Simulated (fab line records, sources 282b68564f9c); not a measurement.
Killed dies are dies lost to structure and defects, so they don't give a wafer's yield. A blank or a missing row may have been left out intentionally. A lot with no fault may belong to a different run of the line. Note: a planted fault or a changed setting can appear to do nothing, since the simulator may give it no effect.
fab line records	flow ritCmos
record lots=11	wafers=33	lastDay=7
route steps=202 shown NWELL@51 REOX@102 CONTACT@179 M1@184
lots that met no fault: from a run of the same line without faults
startH: hours from the record's first day to the start of the lot's first wafer shown	waitH: hours from the lot's prior step to this one	" same as the row above	L1.1+2: a row that stands for several wafers	- either no value or no given start	* or withheld: withheld	< > ~ a bound
route shown NAME@n: NAME is a module with steps in the file, n the number in the route of the first one	usual: average and standard deviation across the fault-free wafers	same: alike in all rows	chamber/n: place in a boat	sites: the reading at each site	_std_site: standard deviation of those values	_edge_site: mean of outer sites minus mean of inner sites	radiusMm: how far each site lies from the wafer's centre	mask NAME#n: copy n	behind: the last tool/chamber to shape the wafer	hold: why the lot was held/for how many hours/how that ended	device: whichever transistor did not switch (one of n, p or np)	end of line: at the end of the route, the tests of the same wafers	a step without rows: its recipe alone	killed: not the wafer's yield, but the dies lost to structure and defects at the first sort	map: a wafer's dies, x killed, . not, _ none there
set.NAME: the setting the step ran with; set.NAME@STEP: the setting that earlier step ran with	model.NAME: the simulator's own value behind a step, which no gauge read
a sample of lots followed through the steps of the route, with each step as a table and each wafer as a row
services: from which hour (startH, from the record's first day; less than 0 if before it) a tool's chamber was out of use, for how many hours, and why
## steps
# step RIT_WELLDRIVE_RS_MEAS_01
# recipe thkMeasGauge=four-point-probe
# usual NWELL_RS=275.4/0.83
lot.wafer	tool	chamber	startH	waitH	NWELL_RS[ohm/sq]
L668.1	filmMetro-04	-	30.36	0.0	276.3
L668.3	"	-	"	"	276.1
L668.6	"	-	"	"	274.7
L669.1	filmMetro-01	-	35.40	0.0	276.0
L669.3	"	-	"	"	275.2
L669.5	"	-	"	"	275.7
L670.1	filmMetro-04	-	40.48	0.0	274.5
L670.4	"	-	"	"	274.7
L670.5	"	-	"	"	274.9
L673.1	filmMetro-04	-	59.79	0.0	274.4
L673.3	"	-	"	"	276.3
L673.4	"	-	"	"	275.4
L677.3	filmMetro-01	-	78.68	0.0	275.5
L677.5	"	-	"	"	275.4
L677.6	"	-	"	"	274.9
L678.3	filmMetro-01	-	82.44	0.0	276.0
L678.4	"	-	"	"	276.3
L678.6	"	-	"	"	276.7
L680.2	filmMetro-01	-	90.55	0.0	275.0
L680.3	"	-	"	"	275.7
L680.5	"	-	"	"	275.6
L683.2	filmMetro-01	-	107.83	0.0	275.4
L683.3	"	-	"	"	276.6
L683.5	"	-	"	"	275.1
L685.1	filmMetro-04	-	114.67	0.0	274.8
L685.3	"	-	"	"	275.0
L685.6	"	-	"	"	274.9
L687.2	filmMetro-01	-	126.02	0.0	276.7
L687.3	"	-	"	"	275.5
L687.5	"	-	"	"	275.2
L689.1	filmMetro-03	-	135.13	0.0	273.5
L689.2	"	-	"	"	274.3
L689.4	"	-	"	"	274.4
# step RIT_REOX_THK_MEAS_04
# recipe reads=SiO2_of_REOX_OXIDATION_03
# usual REOX_OXIDE_THK=25.1/0.46
lot.wafer	tool	chamber	startH	waitH	REOX_OXIDE_THK[nm]
L668.1	filmMetro-03	-	45.32	0.0	25.2
L668.3	"	-	"	"	24.9
L668.6	"	-	"	"	24.8
L669.1	filmMetro-01	-	51.21	0.0	25.0
L669.3	"	-	"	"	24.8
L669.5	"	-	"	"	25.0
L670.1	filmMetro-03	-	61.22	0.0	25.0
L670.4	"	-	"	"	25.3
L670.5	"	-	"	"	25.4
L673.1	filmMetro-04	-	75.38	0.0	24.5
L673.3	"	-	"	"	24.5
L673.4	"	-	"	"	24.2
L677.3	filmMetro-01	-	93.35	0.0	25.9
L677.5	"	-	"	"	26.4
L677.6	"	-	"	"	25.9
L678.3	filmMetro-03	-	97.50	0.0	25.9
L678.4	"	-	"	"	25.6
L678.6	"	-	"	"	25.3
L680.2	filmMetro-01	-	106.35	0.0	25.4
L680.3	"	-	"	"	25.5
L680.5	"	-	"	"	25.6
L683.2	filmMetro-01	-	120.93	0.0	25.2
L683.3	"	-	"	"	24.9
L683.5	"	-	"	"	25.3
L685.1	filmMetro-03	-	130.73	0.0	24.7
L685.3	"	-	"	"	24.8
L685.6	"	-	"	"	24.8
L687.2	filmMetro-03	-	137.86	0.0	25.0
L687.3	"	-	"	"	24.5
L687.5	"	-	"	"	24.7
L689.1	filmMetro-03	-	149.75	0.0	24.6
L689.2	"	-	"	"	25.3
L689.4	"	-	"	"	25.1
# step RIT_CONTACT_ETCH_11
# recipe targetDepthA=4800	overEtchFrac=0.2	stopOn=TiSi2	chemistry=CHF3/CF4/Ar	target=SiO2	CHF3_flow_sccm=50	cf4FlowSccm=10	Ar_flow_sccm=100	O2_flow_sccm=5	pressureMtorr=100	rfW=200	timeS=320
# usual O2_flow_sccm=5.001/0.014	drypumpMotorCurrentA=5.8/0.54	oesProductAu=0.991/0.012	throttleValvePct=8.92/0.087
lot.wafer	tool	chamber	startH	waitH	O2_flow_sccm	drypumpMotorCurrentA	oesProductAu	rfHoursCounterH	throttleValvePct
L668.1	rieDiel-02	2	56.97	0.1	4.984	5.7	0.985	159	8.81
L668.3	"	0	"	"	4.995	6.6	0.966	150	8.89
L668.6	"	1	"	"	4.998	6.1	0.970	-	8.94
L669.1	rieDiel-03	2	62.61	0.1	5.013	6.6	0.982	133	9.05
L669.3	"	0	"	"	4.994	4.8	0.995	13	8.93
L669.5	"	3	"	"	4.996	5.4	0.993	-	8.91
L670.1	rieDiel-02	3	72.60	0.1	5.018	5.8	0.998	64	9.05
L670.4	"	0	"	"	5.006	6.6	0.973	150	8.89
L670.5	"	3	"	"	5.002	5.8	0.992	-	9.03
L673.1	rieDiel-02	2	86.82	0.1	5.018	5.7	0.991	160	8.78
L673.3	"	3	"	"	4.985	5.8	1.003	64	9.03
L673.4	"	1	"	"	4.999	6.1	0.981	123	8.94
L677.3	rieDiel-03	1	105.19	0.1	4.992	5.6	1.010	23	8.83
L677.5	"	2	"	"	5.023	6.6	0.984	-	9.05
L677.6	"	3	"	"	5.018	5.5	0.989	-	8.92
L678.3	rieDiel-01	0	109.50	0.1	4.989	5.7	1.014	0	8.85
L678.4	"	1	"	"	5.007	5.6	0.997	3	9.06
L678.6	"	3	"	"	4.999	5.2	0.999	-	8.85
L680.2	rieDiel-03	2	117.80	0.1	5.013	6.5	0.977	134	9.05
L680.3	"	3	"	"	5.005	5.4	0.984	155	8.93
L680.5	"	3	"	"	5.017	5.4	0.990	-	8.92
L683.2	rieDiel-01	1	132.45	0.1	5.022	5.6	1.002	3	9.05
L683.3	"	3	"	"	5.010	5.2	0.992	138	8.83
L683.5	"	3	"	"	5.000	5.2	1.002	-	8.82
L685.1	rieDiel-03	1	142.32	0.1	5.000	5.7	1.004	24	8.85
L685.3	"	0	"	"	5.019	4.8	0.997	15	8.92
L685.6	"	3	"	"	5.015	5.5	0.998	-	8.94
L687.2	rieDiel-03	1	149.62	0.1	4.999	5.7	1.015	24	8.82
L687.3	"	3	"	"	5.003	5.5	1.002	0	8.91
L687.5	"	1	"	"	4.977	5.6	1.004	-	8.82
L689.1	rieDiel-03	2	161.57	0.1	5.010	6.6	0.976	135	9.05
L689.2	"	3	"	"	5.008	5.5	0.999	0	8.92
L689.4	"	1	"	"	4.982	5.6	1.006	24	8.85
# step RIT_M1_SPUTTER_00
# recipe material=Al	targetThkNm=400	powerW=2000	chamberPressurePa=0.4	gas=Ar	timeS=500	substrateTempC=25
# usual throttleValvePct=30.4/1
lot.wafer	tool	chamber	startH	waitH	throttleValvePct
L668.1	pvdSputter-02	-	58.00	0.0	30.8
L668.3	"	-	"	"	29.3
L668.6	"	-	"	"	30.7
L669.1	pvdSputter-01	-	63.80	0.0	32.7
L669.3	"	-	"	"	30.5
L669.5	"	-	"	"	29.5
L670.1	pvdSputter-02	-	73.62	0.0	30.1
L670.4	"	-	"	"	30.8
L670.5	"	-	"	"	30.6
L673.1	pvdSputter-03	-	87.66	0.0	29.5
L673.3	"	-	"	"	32.1
L673.4	"	-	"	"	31.3
L677.3	pvdSputter-03	-	106.03	0.0	30.5
L677.5	"	-	"	"	30.6
L677.6	"	-	"	"	31.9
L678.3	pvdSputter-02	-	110.34	0.0	29.9
L678.4	"	-	"	"	30.6
L678.6	"	-	"	"	29.3
L680.2	pvdSputter-02	-	118.65	0.0	30.0
L680.3	"	-	"	"	29.5
L680.5	"	-	"	"	29.2
L683.2	pvdSputter-03	-	133.33	0.0	29.7
L683.3	"	-	"	"	30.5
L683.5	"	-	"	"	32.0
L685.1	pvdSputter-01	-	143.35	0.0	30.5
L685.3	"	-	"	"	29.3
L685.6	"	-	"	"	32.3
L687.2	pvdSputter-01	-	150.51	0.0	32.3
L687.3	"	-	"	"	30.9
L687.5	"	-	"	"	30.4
L689.1	pvdSputter-03	-	162.41	0.0	31.9
L689.2	"	-	"	"	29.6
L689.4	"	-	"	"	31.6
# step RIT_M1_RS_MEAS_01
# recipe thkMeasGauge=four-point-probe	reads=Al_of_M1_SPUTTER_00
# usual M1_AL_RS=0.0735/0.00068
lot.wafer	tool	chamber	startH	waitH	hold	M1_AL_RS[ohm/sq]
L668.1	filmMetro-03	-	58.29	0.1	-	0.0740
L668.3	"	-	"	"	-	0.0733
L668.6	"	-	"	"	-	0.0742
L669.1	filmMetro-02	-	64.09	0.1	-	0.0726
L669.3	"	-	"	"	-	0.0729
L669.5	"	-	"	"	-	0.0728
L670.1	filmMetro-03	-	73.91	0.1	-	0.0735
L670.4	"	-	"	"	-	0.0737
L670.5	"	-	"	"	-	0.0737
L673.1	filmMetro-02	-	87.96	0.1	-	0.0752
L673.3	"	-	"	"	-	0.0742
L673.4	"	-	"	"	-	0.0742
L677.3	filmMetro-04	-	106.36	0.2	-	0.0740
L677.5	"	-	"	"	-	0.0737
L677.6	"	-	"	"	-	0.0735
L678.3	filmMetro-04	-	110.68	0.2	awaitDispo/0.2h/release	0.1069
L678.4	"	-	"	"	awaitDispo/0.2h/release	0.0734
L678.6	"	-	"	"	awaitDispo/0.2h/release	0.0742
L678.3	filmMetro-04	-	110.96	0.3	-	0.1073
L678.4	"	-	"	"	-	0.0733
L678.6	"	-	"	"	-	0.0742
L680.2	filmMetro-03	-	118.97	0.2	awaitDispo/0.2h/release	0.1041
L680.3	"	-	"	"	awaitDispo/0.2h/release	0.0726
L680.5	"	-	"	"	awaitDispo/0.2h/release	0.0722
L680.2	filmMetro-03	-	119.25	0.3	-	0.1043
L680.3	"	-	"	"	-	0.0727
L680.5	"	-	"	"	-	0.0723
L683.2	filmMetro-03	-	133.64	0.2	-	0.0742
L683.3	"	-	"	"	-	0.0736
L683.5	"	-	"	"	-	0.0735
L685.1	filmMetro-04	-	143.64	0.1	-	0.0731
L685.3	"	-	"	"	-	0.0735
L685.6	"	-	"	"	-	0.0729
L687.2	filmMetro-02	-	150.82	0.2	-	0.0734
L687.3	"	-	"	"	-	0.0729
L687.5	"	-	"	"	-	0.0727
L689.1	filmMetro-02	-	162.70	0.1	-	0.0730
L689.2	"	-	"	"	-	0.0742
L689.4	"	-	"	"	-	0.0732
# step RIT_M1_THK_MEAS_02
# recipe thkMeasGauge=xrf	reads=Al_of_M1_SPUTTER_00
# usual M1_AL_THK=398/4.3
lot.wafer	tool	chamber	startH	waitH	hold	M1_AL_THK[nm]
L668.1	filmMetro-03	-	58.41	0.1	-	394
L668.3	"	-	"	"	-	396
L668.6	"	-	"	"	-	391
L669.1	filmMetro-02	-	64.21	0.1	-	407
L669.3	"	-	"	"	-	403
L669.5	"	-	"	"	-	403
L670.1	filmMetro-03	-	74.03	0.1	-	399
L670.4	"	-	"	"	-	396
L670.5	"	-	"	"	-	398
L673.1	filmMetro-02	-	88.08	0.1	-	388
L673.3	"	-	"	"	-	392
L673.4	"	-	"	"	-	396
L677.3	filmMetro-04	-	106.46	0.1	-	396
L677.5	"	-	"	"	-	396
L677.6	"	-	"	"	-	397
L678.3	filmMetro-04	-	112.70	1.7	awaitDispo/0.2h/release	276
L678.4	"	-	"	"	awaitDispo/0.2h/release	398
L678.6	"	-	"	"	awaitDispo/0.2h/release	395
L678.3	filmMetro-04	-	112.93	0.2	-	276
L678.4	"	-	"	"	-	401
L678.6	"	-	"	"	-	393
L680.2	filmMetro-03	-	123.25	4.0	awaitDispo/0.2h/release	282
L680.3	"	-	"	"	awaitDispo/0.2h/release	404
L680.5	"	-	"	"	awaitDispo/0.2h/release	403
L680.2	filmMetro-03	-	123.47	0.2	-	284
L680.3	"	-	"	"	-	402
L680.5	"	-	"	"	-	406
L683.2	filmMetro-03	-	133.75	0.1	-	393
L683.3	"	-	"	"	-	396
L683.5	"	-	"	"	-	398
L685.1	filmMetro-04	-	143.76	0.1	-	400
L685.3	"	-	"	"	-	395
L685.6	"	-	"	"	-	400
L687.2	filmMetro-02	-	150.93	0.1	-	399
L687.3	"	-	"	"	-	401
L687.5	"	-	"	"	-	403
L689.1	filmMetro-02	-	162.82	0.1	-	401
L689.2	"	-	"	"	-	394
L689.4	"	-	"	"	-	398
# step RIT_M1_CD_MEAS_09
# recipe targetCdNm=2600
# usual cdNm=2600.5/2.1
lot.wafer	tool	chamber	startH	waitH	hold	cdNm
L668.1	cdSem-01	-	59.35	-	-	2599.7
L668.3	"	-	"	"	-	2600.0
L668.6	"	-	"	"	-	2600.2
L669.1	cdSem-01	-	65.15	-	-	2601.8
L669.3	"	-	"	"	-	2602.9
L669.5	"	-	"	"	-	2601.7
L670.1	cdSem-01	-	75.09	-	-	2603.0
L670.4	"	-	"	"	-	2603.2
L670.5	"	-	"	"	-	2603.1
L673.1	cdSem-02	-	89.08	-	-	2595.9
L673.3	"	-	"	"	-	2596.6
L673.4	"	-	"	"	-	2596.8
L677.3	cdSem-02	-	107.54	-	-	2599.2
L677.5	"	-	"	"	-	2600.5
L677.6	"	-	"	"	-	2596.7
L678.3	cdSem-02	-	118.38	-	awaitDispo/0.2h/release	2578.8
L678.4	"	-	"	"	awaitDispo/0.2h/release	2579.0
L678.6	"	-	"	"	awaitDispo/0.2h/release	2579.0
L678.3	cdSem-02	-	118.67	0.3	-	2579.1
L678.4	"	-	"	"	-	2578.9
L678.6	"	-	"	"	-	2578.5
L680.2	cdSem-01	-	127.10	-	awaitDispo/0.2h/release	2580.7
L680.3	"	-	"	"	awaitDispo/0.2h/release	2580.1
L680.5	"	-	"	"	awaitDispo/0.2h/release	2582.1
L680.2	cdSem-01	-	127.39	0.3	-	2580.8
L680.3	"	-	"	"	-	2580.5
L680.5	"	-	"	"	-	2582.2
L683.2	cdSem-02	-	134.83	-	-	2599.9
L683.3	"	-	"	"	-	2599.8
L683.5	"	-	"	"	-	2601.1
L685.1	cdSem-02	-	144.83	-	-	2600.1
L685.3	"	-	"	"	-	2603.4
L685.6	"	-	"	"	-	2599.6
L687.2	cdSem-02	-	152.11	-	-	2597.9
L687.3	"	-	"	"	-	2598.9
L687.5	"	-	"	"	-	2599.8
L689.1	cdSem-01	-	163.89	-	-	2596.9
L689.2	"	-	"	"	-	2598.0
L689.4	"	-	"	"	-	2598.9
# step RIT_M1_METAL_ETCH_12
# recipe stopOn=SiO2	chemistry=Cl2/BCl3	target=Al	timeS=165	overEtchFrac=0.5	pressureMtorr=100	targetDepthA=6000	rfW=250	Cl2_flow_sccm=60	bcl3FlowSccm=50
# usual bcl3FlowSccm=49.99/0.15	drypumpMotorCurrentA=5.6/0.49	oesProductAu=0.776/0.01	throttleValvePct=8.25/0.088
lot.wafer	tool	chamber	startH	waitH	bcl3FlowSccm	drypumpMotorCurrentA	oesProductAu	rfHoursCounterH	throttleValvePct
L668.1	rieMetal-01	0	59.76	0.2	49.88	5.5	0.775	1	8.25
L668.3	"	1	"	"	50.06	6.2	0.765	-	8.10
L668.6	"	1	"	"	50.27	6.2	0.757	-	8.09
L669.1	rieMetal-04	0	65.56	0.2	49.77	5.2	0.782	6	8.22
L669.3	"	0	"	"	49.93	5.2	0.777	-	8.24
L669.5	"	0	"	"	50.03	5.2	0.778	-	8.23
L670.1	rieMetal-02	0	75.50	0.2	50.21	4.9	0.782	36	8.34
L670.4	"	1	"	"	50.01	6.2	0.797	-	8.25
L670.5	"	0	"	"	49.88	4.9	0.778	-	8.33
L673.1	rieMetal-02	1	89.48	0.2	50.00	6.2	0.782	31	8.23
L673.3	"	0	"	"	49.95	4.9	0.780	-	8.33
L673.4	"	1	"	"	50.01	6.2	0.791	-	8.25
L677.3	rieMetal-01	1	107.97	0.2	49.98	6.2	0.762	-	8.10
L677.5	"	0	"	"	50.14	5.5	0.775	-	8.26
L677.6	"	1	"	"	49.93	6.2	0.759	-	8.08
L678.3	rieMetal-04	1	121.03	0.2	50.11	6.0	0.638	-	8.39
L678.4	"	0	"	"	49.92	5.2	0.767	-	8.23
L678.6	"	0	"	"	50.14	5.2	0.768	-	8.23
L680.2	rieMetal-04	1	129.21	0.2	50.30	6.0	0.639	3	8.38
L680.3	"	0	"	"	49.73	5.2	0.771	-	8.23
L680.5	"	0	"	"	49.87	5.2	0.783	-	8.23
L683.2	rieMetal-04	1	135.21	0.2	50.07	6.0	0.767	3	8.37
L683.3	"	1	"	"	50.13	6.0	0.765	-	8.38
L683.5	"	0	"	"	50.16	5.2	0.769	-	8.25
L685.1	rieMetal-04	0	145.23	0.2	49.77	5.2	0.777	7	8.24
L685.3	"	1	"	"	50.04	6.0	0.764	-	8.38
L685.6	"	0	"	"	49.67	5.2	0.783	-	8.23
L687.2	rieMetal-04	1	152.50	0.2	49.77	6.0	0.776	3	8.39
L687.3	"	1	"	"	49.82	6.0	0.776	-	8.36
L687.5	"	0	"	"	50.20	5.2	0.773	-	8.23
L689.1	rieMetal-01	0	164.29	0.2	49.89	5.5	0.768	2	8.25
L689.2	"	1	"	"	49.79	6.2	0.764	2	8.09
L689.4	"	0	"	"	49.79	5.4	0.781	-	8.26
# step RIT_M1_PROBE_99
# usual defectLimitedYield=97.4/1.2	killedAtFrontEnd=7/3.1	killedDies=7/3.1	killedOpen=3.6/2.1	killedShort=3.2/1.9	sort_bin_3_pad_short=0.1/0.23	sort_bin_5_function=1.4/0.77	sort_bin_6_memory=1.0/0.68	sortNPass=257/3.1	sortYieldPct=97.4/1.2
# same grossDies=264	killed_at_M0_to_M3=0	killed_at_M4_up=0	killedAtBackSide=0	killedAtContacts=0	killedAtOther=0
lot.wafer	tool	chamber	startH	waitH	defectLimitedYield[%]	killedAtFrontEnd	killedDies	killedOpen	killedShort	sort_bin_3_pad_short[%]	sort_bin_5_function[%]	sort_bin_6_memory[%]	sortNPass	sortYieldPct[%]
L668.1	prober-01	-	62.18	0.1	97.7	6	6	4	2	0	1.5	0.8	258	97.7
L668.3	prober-01	-	62.28	0.2	97.7	6	6	1	5	0	1.5	0.8	258	97.7
L668.6	prober-01	-	62.43	0.2	96.6	9	9	4	5	0.8	2.3	0.4	255	96.6
L669.1	prober-02	-	68.15	0.1	94.7	14	14	6	8	0	2.7	2.7	250	94.7
L669.3	prober-02	-	68.25	0.2	95.8	11	11	5	6	0.8	1.9	1.5	253	95.8
L669.5	prober-02	-	68.35	0.2	95.1	13	13	6	7	0.4	2.7	1.9	251	95.1
L670.1	prober-01	-	77.75	0.1	99.6	1	1	1	0	0	0.4	0	263	99.6
L670.4	prober-01	-	77.90	0.2	97.7	6	6	2	4	0.4	0.8	1.1	258	97.7
L670.5	prober-01	-	77.95	0.2	97.0	8	8	4	4	0.8	1.5	0.8	256	97.0
L673.1	prober-02	-	91.74	0.1	97.7	6	6	3	3	0	1.1	1.1	258	97.7
L673.3	prober-02	-	91.84	0.2	98.1	5	5	3	2	0.4	1.5	0	259	98.1
L673.4	prober-02	-	91.89	0.2	96.6	9	9	6	3	0	1.9	1.5	255	96.6
L677.3	prober-02	-	110.26	0.2	96.6	9	9	5	4	0	2.3	1.1	255	96.6
L677.5	prober-02	-	110.36	0.2	95.1	13	13	7	6	0	2.3	2.7	251	95.1
L677.6	prober-02	-	110.41	0.2	98.9	3	3	1	2	0	0.4	0.8	261	98.9
L678.3	prober-01	-	123.33	0.2	97.0	8	8	6	2	0	1.9	1.1	256	97.0
L678.4	prober-01	-	123.38	0.2	98.1	5	5	3	2	0	1.5	0.4	259	98.1
L678.6	prober-01	-	123.48	0.2	98.9	3	3	2	1	0	0.4	0.8	261	98.9
L680.2	prober-01	-	131.52	0.1	96.6	9	9	2	7	0	1.9	1.5	255	96.6
L680.3	prober-01	-	131.57	0.2	95.1	13	13	9	3	0	1.5	3.4	251	95.1
L680.5	prober-01	-	131.67	0.2	98.1	5	5	2	2	0	0.8	1.1	259	98.1
L683.2	prober-02	-	137.52	0.1	99.6	1	1	1	0	0	0.4	0	263	99.6
L683.3	prober-02	-	137.57	0.2	99.6	1	1	0	1	0	0.4	0	263	99.6
L683.5	prober-02	-	137.67	0.2	96.6	9	9	5	4	0	0.8	2.7	255	96.6
L685.1	prober-02	-	147.55	0.1	95.5	12	12	6	6	0	3.4	1.1	252	95.5
L685.3	prober-02	-	147.65	0.2	95.8	11	11	7	4	0	3.4	0.8	253	95.8
L685.6	prober-02	-	147.80	0.2	97.7	6	6	4	2	0	1.1	1.1	258	97.7
L687.2	prober-02	-	154.80	0.1	98.9	3	3	2	1	0	0.8	0.4	261	98.9
L687.3	prober-02	-	154.85	0.2	98.5	4	4	2	2	0.4	0.4	0.8	260	98.5
L687.5	prober-02	-	154.95	0.2	97.0	8	8	5	3	0	2.3	0.8	256	97.0
L689.1	prober-02	-	166.54	0.1	98.1	5	5	4	1	0	1.1	0.8	259	98.1
L689.2	prober-02	-	166.59	0.1	99.2	2	2	0	2	0.4	0	0.4	262	99.2
L689.4	prober-02	-	166.69	0.2	97.7	6	6	3	3	0	1.5	0.8	258	97.7
# killed by level:class
L668.1 SPACER:geometricParticle:open=3 GATE:geometricParticle:short=1 GATE:geometricParticle:open=1 REOX:geometricParticle:short=1
L668.3 GATE:geometricParticle:short=2 ACTIVE:geometricParticle:short=1 FOX2:geometricParticle:open=1 FOX2:geometricParticle:short=1 SPACER:geometricParticle:short=1
L668.6 SPACER:geometricParticle:open=2 FOX1:geometricParticle:short=1 FOX2:geometricParticle:open=1 GATE:geometricParticle:open=1 GATE:geometricParticle:short=1 REOX:geometricParticle:short=1 SPACER:geometricParticle:short=1 SILICIDE:geometricParticle:short=1
L669.1 SPACER:geometricParticle:short=3 SILICIDE:geometricParticle:short=3 GATE:geometricParticle:short=2 REOX:geometricParticle:open=2 FOX1:geometricParticle:open=1 GATE:geometricParticle:open=1 SPACER:geometricParticle:open=1 SILICIDE:geometricParticle:open=1
L669.3 GATE:geometricParticle:short=3 GATE:geometricParticle:open=2 SILICIDE:geometricParticle:short=2 ACTIVE:geometricParticle:open=1 REOX:geometricParticle:open=1 SPACER:geometricParticle:short=1 SILICIDE:geometricParticle:open=1
L669.5 GATE:geometricParticle:short=4 GATE:geometricParticle:open=2 SILICIDE:geometricParticle:open=2 SILICIDE:geometricParticle:short=2 REOX:geometricParticle:open=1 SPACER:geometricParticle:open=1 SPACER:geometricParticle:short=1
L670.1 REOX:geometricParticle:open=1
L670.4 FOX1:geometricParticle:short=1 GATE:geometricParticle:short=1 GATE:geometricParticle:open=1 SPACER:geometricParticle:open=1 SPACER:geometricParticle:short=1 SILICIDE:geometricParticle:short=1
L670.5 REOX:geometricParticle:short=2 FOX2:geometricParticle:open=1 GATE:geometricParticle:open=1 REOX:geometricParticle:open=1 SPACER:geometricParticle:open=1 SPACER:geometricParticle:short=1 SILICIDE:geometricParticle:short=1
L673.1 GATE:geometricParticle:open=2 FOX1:geometricParticle:short=1 FOX2:geometricParticle:short=1 SPACER:geometricParticle:short=1 SILICIDE:geometricParticle:open=1
L673.3 FOX2:geometricParticle:open=2 GATE:geometricParticle:open=1 GATE:geometricParticle:short=1 REOX:geometricParticle:short=1
L673.4 GATE:geometricParticle:open=2 GATE:geometricParticle:short=2 FOX1:geometricParticle:open=1 FOX2:geometricParticle:open=1 REOX:geometricParticle:open=1 SPACER:geometricParticle:open=1 SILICIDE:geometricParticle:short=1
L677.3 FOX1:geometricParticle:open=3 FOX1:geometricParticle:short=2 FOX2:geometricParticle:open=2 FOX2:geometricParticle:short=2
L677.5 GATE:geometricParticle:open=3 GATE:geometricParticle:short=2 SPACER:geometricParticle:short=2 FOX1:geometricParticle:open=1 FOX2:geometricParticle:short=1 REOX:geometricParticle:open=1 SPACER:geometricParticle:open=1 SILICIDE:geometricParticle:open=1
L677.6 FOX1:geometricParticle:open=1 FOX2:geometricParticle:short=1 SILICIDE:geometricParticle:short=1
L678.3 GATE:geometricParticle:open=4 GATE:geometricParticle:short=2 REOX:geometricParticle:open=1 SILICIDE:geometricParticle:open=1
L678.4 GATE:geometricParticle:open=2 GATE:geometricParticle:short=1 REOX:geometricParticle:short=1 REOX:geometricParticle:open=1
L678.6 GATE:geometricParticle:open=2 FOX1:geometricParticle:short=1
L680.2 REOX:geometricParticle:short=2 SPACER:geometricParticle:short=2 FOX2:geometricParticle:short=1 GATE:geometricParticle:short=1 SPACER:geometricParticle:open=1 SILICIDE:geometricParticle:short=1 SILICIDE:geometricParticle:open=1
L680.3 SILICIDE:geometricParticle:open=4 REOX:geometricParticle:open=3 SPACER:geometricParticle:open=2 FOX1:geometricParticle:short=1 SPACER:geometricParticle:short=1 SILICIDE:geometricParticle:short=1 NWELL:coatMicrobubblePrinted=1
L680.5 SILICIDE:geometricParticle:short=2 GATE:geometricParticle:open=1 REOX:geometricParticle:open=1 NWELL:coatMicrobubblePrinted=1
L683.2 FOX1:geometricParticle:open=1
L683.3 FOX1:geometricParticle:short=1
L683.5 GATE:geometricParticle:open=4 GATE:geometricParticle:short=4 SPACER:geometricParticle:open=1
L685.1 REOX:geometricParticle:short=3 FOX1:geometricParticle:open=2 FOX1:geometricParticle:short=1 FOX2:geometricParticle:open=1 GATE:geometricParticle:open=1 GATE:geometricParticle:short=1 REOX:geometricParticle:open=1 SPACER:geometricParticle:open=1
L685.3 SPACER:geometricParticle:short=3 SPACER:geometricParticle:open=3 FOX2:geometricParticle:open=2 GATE:geometricParticle:open=2 SILICIDE:geometricParticle:short=1
L685.6 REOX:geometricParticle:open=2 FOX1:geometricParticle:open=1 GATE:geometricParticle:short=1 SPACER:geometricParticle:short=1 SILICIDE:geometricParticle:open=1
L687.2 REOX:geometricParticle:open=2 GATE:geometricParticle:short=1
L687.3 FOX2:geometricParticle:short=1 GATE:geometricParticle:short=1 SPACER:geometricParticle:open=1 SILICIDE:geometricParticle:open=1
L687.5 REOX:geometricParticle:open=2 SPACER:geometricParticle:open=2 FOX1:geometricParticle:short=1 FOX2:geometricParticle:open=1 FOX2:geometricParticle:short=1 GATE:geometricParticle:short=1
L689.1 FOX1:geometricParticle:open=2 GATE:geometricParticle:open=1 GATE:geometricParticle:short=1 SILICIDE:geometricParticle:open=1
L689.2 GATE:geometricParticle:short=2
L689.4 GATE:geometricParticle:open=2 FOX1:geometricParticle:open=1 GATE:geometricParticle:short=1 REOX:geometricParticle:short=1 SPACER:geometricParticle:short=1
## services
tool	chamber	startH	hours	kind
rieDiel-03	0	40.71	4.9	repair
rieMetal-01	1	43.43	8.0	repair
rieDiel-03	2	44.34	2.8	repair
pvdSputter-02	-	45.01	0.5	repair
rieMetal-01	-	54.74	2.6	repair
rieDiel-02	3	55.19	4.0	repair
rieDiel-03	-	56.54	2.8	pm
pvdSputter-02	-	80.52	10.1	repair
rieDiel-03	3	82.60	8.4	repair
pvdSputter-02	-	97.49	1.1	repair
rieDiel-02	2	97.89	-	clean
rieDiel-02	2	97.89	17.9	scheduledDown
rieDiel-02	2	97.89	17.9	ventCycle
rieMetal-01	-	117.87	2.8	pm
pvdSputter-01	-	119.25	3.4	repair
rieDiel-03	3	124.29	-	clean
rieDiel-03	3	124.29	15.5	scheduledDown
rieDiel-03	3	124.29	15.5	ventCycle
rieMetal-02	-	136.12	20.0	pm
rieDiel-02	2	137.07	15.0	repair
pvdSputter-02	-	138.76	6.1	repair
rieDiel-01	-	140.59	1.0	repair
rieDiel-02	-	157.75	2.8	pm
rieDiel-02	2	161.27	6.0	repair
## key
firstSign step=RIT_M1_RS_MEAS_01	reading=visit	direction=added
effect step=RIT_M1_RS_MEAS_01	reading=M1_AL_RS	direction=up	sigmas=47	usual=0.0735	struck=0.1055
effect step=RIT_M1_THK_MEAS_02	reading=visit	direction=added
effect step=RIT_M1_THK_MEAS_02	reading=M1_AL_THK	direction=down	sigmas=28	usual=398	struck=279
effect step=RIT_M1_CD_MEAS_09	reading=visit	direction=added	through=controlLoop
effect step=RIT_M1_CD_MEAS_09	reading=cdNm	direction=down	sigmas=10	usual=2600.5	struck=2579.7	through=controlLoop
effect step=RIT_M1_METAL_ETCH_12	reading=oesProductAu	direction=down	sigmas=13	usual=0.776	struck=0.639	through=controlLoop
metAt RIT_M1_SPUTTER_00
struckLots L678,L680
struckWafers L678.3,L680.2
loopTrim step=RIT_M1_EXPOSE_06	setting=dose	lots=L678,L680
notActingAt RIT_WELLDRIVE_RS_MEAS_01,RIT_REOX_THK_MEAS_04,RIT_CONTACT_ETCH_11
onsetBetween 73.62 110.34
fault kind=processParameterDrift	tool=pvdSputter-02	chamber=-	onsetH=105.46	steps=RIT_M1_SPUTTER_00	channel=timeS	offset=*	shape=step	endH=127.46	stated=*	scope=struckWafersOnly
# loopTrim: a control loop set the setting to another value than it would have without faults
